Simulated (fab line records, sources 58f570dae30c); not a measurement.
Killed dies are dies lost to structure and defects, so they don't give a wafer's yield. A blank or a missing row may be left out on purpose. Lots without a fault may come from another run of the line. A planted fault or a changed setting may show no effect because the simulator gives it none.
fab line records | flow berkeley_cmos170
record lots=14 wafers=42 last_day=11
route steps=331 shown M3@321
lots that met no fault: from a run of the same line without faults
start_h: hours from the record's first day to the start of the lot's first wafer shown | wait_h: hours since the lot's step before | " the same as in the row above | L1.1+2: a row that stands for several wafers | - no value, or no start given | * or withheld: withheld | < > ~ a bound
route shown NAME@n: a module of which the file shows steps, and the number in the route of the first | usual: mean/standard deviation of fault-free wafers | same: alike in all rows | chamber/n: place in a boat | sites: the reading at each site | _std_site: their standard deviation | _edge_site: outer sites' mean less inner sites' | radius_mm: how far each site lies from the wafer's centre | mask NAME#n: copy n | behind: the tool/chamber that last shaped the wafer | hold: why the lot was held/for how many hours/how that ended | device: the transistor (n, p or np) that didn't switch | end of line: the same wafers' tests at the end of the route | a step without rows: its recipe alone | killed: dies lost to structure and defects at the first sort, not the wafer's yield | map: a wafer's dies, x killed, . not, _ none there
set.NAME: the setting as run; set.NAME@STEP: as run at that earlier step | model.NAME: the simulator's own value behind a step, which no gauge read
steps of the route over a sample of lots; a table a step, a row a wafer
services: from which hour (start_h, from the record's first day; less than 0 if before it) a tool's chamber was out of use, for how many hours, and why
## steps
# step UCB170_M3_EXPOSE_12
# recipe mask_id=METAL3 target_cd_nm=700 na=0.5 sigma_outer=0.6 source_shape=conventional dose_mj=26
# usual exposure_dose_mJ_cm2=26.06/0.13 focus_offset_nm=0.0/0.53
# columns lot.wafer tool chamber start_h wait_h mask exposure_dose_mJ_cm2 focus_offset_nm
L758.1 krf_scanner-02 0 172.77 - METAL3#0 25.97 -0.4
L758.2 " 0 " " METAL3#0 25.96 0.3
L758.6 " 0 " " METAL3#0 25.99 0.8
L761.1 krf_scanner-02 0 174.01 - METAL3#0 26.00 0.8
L761.2 " 0 " " METAL3#0 25.96 1.1
L761.4 " 0 " " METAL3#0 25.94 0.8
L757.2 krf_scanner-01 0 174.29 - METAL3#0 25.98 -0.1
L757.5 " 0 " " METAL3#0 26.01 0.4
L757.6 " 0 " " METAL3#0 26.02 0.6
L760.2 krf_scanner-02 0 174.53 - METAL3#0 26.00 0.7
L760.4 " 0 " " METAL3#0 25.97 1.1
L760.5 " 0 " " METAL3#0 26.03 0.4
L759.1 krf_scanner-01 0 174.80 - METAL3#0 25.98 0.4
L759.2 " 0 " " METAL3#0 26.00 0.2
L759.5 " 0 " " METAL3#0 25.95 0.4
L762.2 krf_scanner-02 0 183.58 - METAL3#0 25.98 -0.1
L762.4 " 0 " " METAL3#0 26.01 -0.3
L762.6 " 0 " " METAL3#0 25.99 0.1
L763.1 krf_scanner-01 0 197.47 - METAL3#0 25.94 -0.7
L763.2 " 0 " " METAL3#0 25.96 -1.2
L763.6 " 0 " " METAL3#0 25.96 -0.4
L765.4 krf_scanner-01 0 212.26 - METAL3#0 25.97 0.5
L765.5 " 0 " " METAL3#0 25.99 -0.2
L765.6 " 0 " " METAL3#0 25.95 -0.2
L767.1 krf_scanner-02 0 216.18 - METAL3#0 25.97 0.0
L767.3 " 0 " " METAL3#0 25.96 -0.4
L767.6 " 0 " " METAL3#0 25.93 0.0
L770.4 krf_scanner-01 0 224.11 - METAL3#0 26.25 0.2
L770.5 " 0 " " METAL3#0 26.28 -0.4
L770.6 " 0 " " METAL3#0 26.29 0.2
L769.1 krf_scanner-02 0 242.89 - METAL3#0 27.30 -0.5
L769.3 " 0 " " METAL3#0 27.25 0.4
L769.6 " 0 " " METAL3#0 27.26 0.3
L774.1 krf_scanner-02 0 253.05 - METAL3#0 27.03 0.6
L774.3 " 0 " " METAL3#0 27.01 0.7
L774.6 " 0 " " METAL3#0 27.05 0.5
L777.2 krf_scanner-01 0 257.02 - METAL3#0 26.28 0.5
L777.4 " 0 " " METAL3#0 26.31 0.7
L777.5 " 0 " " METAL3#0 26.28 -0.6
L778.2 krf_scanner-01 0 259.97 - METAL3#0 26.23 0.0
L778.3 " 0 " " METAL3#0 26.23 -0.2
L778.6 " 0 " " METAL3#0 26.26 -0.7
# step UCB170_M3_CD_MEAS_15
# recipe target_cd_nm=700
# usual cd_nm=700.3/1.3
# columns lot.wafer tool chamber start_h wait_h cd_nm
L758.1 cd_sem-02 - 173.32 - 701.3
L758.2 " - " " 701.1
L758.6 " - " " 701.8
L761.1 cd_sem-01 - 175.40 - 697.4
L761.2 " - " " 697.2
L761.4 " - " " 698.4
L757.2 cd_sem-01 - 175.67 - 700.3
L757.5 " - " " 700.7
L757.6 " - " " 701.3
L760.2 cd_sem-02 - 175.73 - 700.3
L760.4 " - " " 699.8
L760.5 " - " " 700.0
L759.1 cd_sem-02 - 175.93 - 699.9
L759.2 " - " " 701.2
L759.5 " - " " 700.7
L762.2 cd_sem-02 - 183.97 - 702.9
L762.4 " - " " 701.8
L762.6 " - " " 703.0
L763.1 cd_sem-01 - 197.91 - 697.8
L763.2 " - " " 698.0
L763.6 " - " " 696.5
L765.4 cd_sem-02 - 213.75 - 699.0
L765.5 " - " " 698.2
L765.6 " - " " 699.3
L767.1 cd_sem-01 - 217.06 - 702.4
L767.3 " - " " 701.9
L767.6 " - " " 700.7
L770.4 cd_sem-01 - 224.54 - 700.0
L770.5 " - " " 700.0
L770.6 " - " " 699.0
L769.1 cd_sem-02 - 243.29 - 691.7
L769.3 " - " " 691.6
L769.6 " - " " 691.4
L774.1 cd_sem-01 - 253.85 - 695.2
L774.3 " - " " 693.9
L774.6 " - " " 695.0
L777.2 cd_sem-02 - 257.62 - 699.5
L777.4 " - " " 700.6
L777.5 " - " " 701.1
L778.2 cd_sem-02 - 260.36 - 699.4
L778.3 " - " " 699.0
L778.6 " - " " 698.4
## services
# columns tool chamber start_h hours kind
krf_scanner-01 - 155.98 3.5 repair
krf_scanner-01 - 166.39 1.0 pm
krf_scanner-01 - 181.32 3.1 repair
krf_scanner-02 - 195.27 1.0 pm
krf_scanner-02 - 198.70 0.8 pm
krf_scanner-01 0 203.26 - calibration
krf_scanner-01 - 212.41 1.3 pm
krf_scanner-01 - 212.52 - calibration
krf_scanner-02 - 229.85 1.3 pm
krf_scanner-02 0 236.85 - calibration
krf_scanner-01 - 250.99 4.4 pm
## key
first_sign step=UCB170_M3_EXPOSE_12 reading=exposure_dose_mJ_cm2 direction=up sigmas=8.2 usual=26.06 struck=27.15
effect step=UCB170_M3_CD_MEAS_15 reading=cd_nm direction=down sigmas=5.4 usual=700.3 struck=693.1 through=control_loop
met_at UCB170_M3_EXPOSE_12
struck_lots L769,L774
loop_trim step=UCB170_M3_EXPOSE_12 setting=dose lots=L774
onset_between 216.18 242.89
fault kind=process_parameter_drift tool=krf_scanner-02 chamber=- onset_h=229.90 steps=UCB170_M3_EXPOSE_12 channel=dose_mj offset=1.3149 shape=step acts_in=these_recipes_only stated=26
# loop_trim: a control loop set the setting to another value than it would have without faults
